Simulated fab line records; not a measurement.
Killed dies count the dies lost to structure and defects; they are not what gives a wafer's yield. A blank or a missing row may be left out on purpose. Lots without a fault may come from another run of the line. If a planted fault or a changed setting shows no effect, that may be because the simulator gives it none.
A lot that was struck, set against a sound lot + flow berkeley-cmos170 + 16 out of 331 route steps
Sound: the wafers L415.1, L415.4, L415.6. Wafers L426.3, L426.4, L426.6 were the ones struck. Last of all comes the cause.
At each step with rows: each side's tool, then ch and its chambers, then its first start. Under that, the readings that differ: sound wafers + struck wafers + difference of the means + sigmas: that difference in standard deviations of wafers without a fault.
alike: a reading whose means differ by less than 2 such deviations, as well as words and numbers matching on both sides. not compared: withheld readings; readings where some wafer has no value; bounds like >300 that might hide an equal value; numbers whose values overlap and for which the record gives no deviation.
The two part at a step that has a row with sigmas, a row that says differs or no value, or rows on one side only. Non-overlapping numbers with no deviation appear without sigmas and do not part them. A reading that every wafer of one side lacks parts them only if that side has two wafers or more.

UCB170_NWELL_THK_MEAS_02:
  sound: film-metro-02 at day 2 04:32; struck: film-metro-01 at day 4 07:55
| reading              | sound          | struck         | difference | sigmas |
|----------------------|----------------|----------------|------------|--------|
| NWELL_OXIDE_THK (nm) | 27.0 27.1 27.1 | 25.7 26.5 25.8 | -1.1       | -2     |
then, 2 steps without rows for these wafers: UCB170_NWELL_ANNEAL_03 (time 900 s); UCB170_NWELL_CVD_04 (deposits Si3N4 from SiH2Cl2/NH3, target thk 224 nm, time 3360 s).
UCB170_NWELL_THK_MEAS_05:
  sound: film-metro-01 at day 2 08:45; struck: film-metro-02 at day 4 16:55
  alike: NWELL_NITRIDE_THK
then, 6 steps without rows for these wafers: UCB170_NWELL_HMDS_06 (prime time 60 s); UCB170_NWELL_COAT_07 (resist thk 900 nm); UCB170_NWELL_SOFTBAKE_08 (time 60 s); UCB170_NWELL_EXPOSE_09 (exposes mask NWELL, target cd 3000 nm); UCB170_NWELL_PEB_10; UCB170_NWELL_DEVELOP_11 (develop time 45 s).
UCB170_NWELL_OVL_MEAS_12:
  sound: overlay-01 at day 2 10:05; struck: overlay-02 at day 4 18:07
  alike: NWELL_OVL
UCB170_NWELL_ETCH_13: etches Si3N4 in CH3F/Ar/O2, stops on SiO2, target depth 246.4 nm, time 154 s.
  sound on rie-diel-04 ch 0,2,3, day 2 10:07; struck on rie-diel-04 ch 0,1,3, day 4 18:09
  alike: O2_flow_sccm, drypump-motor-current-A, oes-product-au, throttle-valve-pct
  not compared: rf-hours-counter-h
UCB170_NWELL_IMPLANT_14:
  sound on implanter-04 ch 0, day 2 10:13; struck on implanter-04 ch 0, day 4 18:18
| reading                   | sound             | struck            | difference | sigmas |
|---------------------------|-------------------|-------------------|------------|--------|
| implant-ion-amu           | 31 31 31          | 11 11 11          | -20        |        |
| model.implant.rp-nm (nm)  | 193.2 193.2 193.2 | 451.6 451.6 451.6 | +258.4     |        |
| model.implant.drp-nm (nm) | 62.72 62.72 62.72 | 97.97 97.97 97.97 | +35.25     |        |
  alike: end-station-pressure-torr, tilt-deg
UCB170_NWELL_STRIP_15: strips in O2.
  sound on plasma-asher-02 ch 0,1, day 2 10:22; struck on plasma-asher-02 ch 0,1, day 4 18:26
  alike: drypump-motor-current-A, oes-product-au, strip-time-to-endpoint-s
  not compared: rf-hours-counter-h
UCB170_NWELL_TW_MEAS_16:
  sound: film-metro-02 at day 2 10:28; struck: film-metro-01 at day 4 18:31
| reading  | sound          | struck      | difference | sigmas |
|----------|----------------|-------------|------------|--------|
| NWELL_TW | 1225 1232 1221 | 514 514 511 | -713       | -55    |
then, 1 step without rows for these wafers: UCB170_NWELL_CLEAN_17 (cleans in SPM, time 600 s).

== WHERE THEY PART ==
Earliest at UCB170_NWELL_THK_MEAS_02; latest, in this record, at UCB170_NWELL_TW_MEAS_16.

WHY: what the simulator had put in
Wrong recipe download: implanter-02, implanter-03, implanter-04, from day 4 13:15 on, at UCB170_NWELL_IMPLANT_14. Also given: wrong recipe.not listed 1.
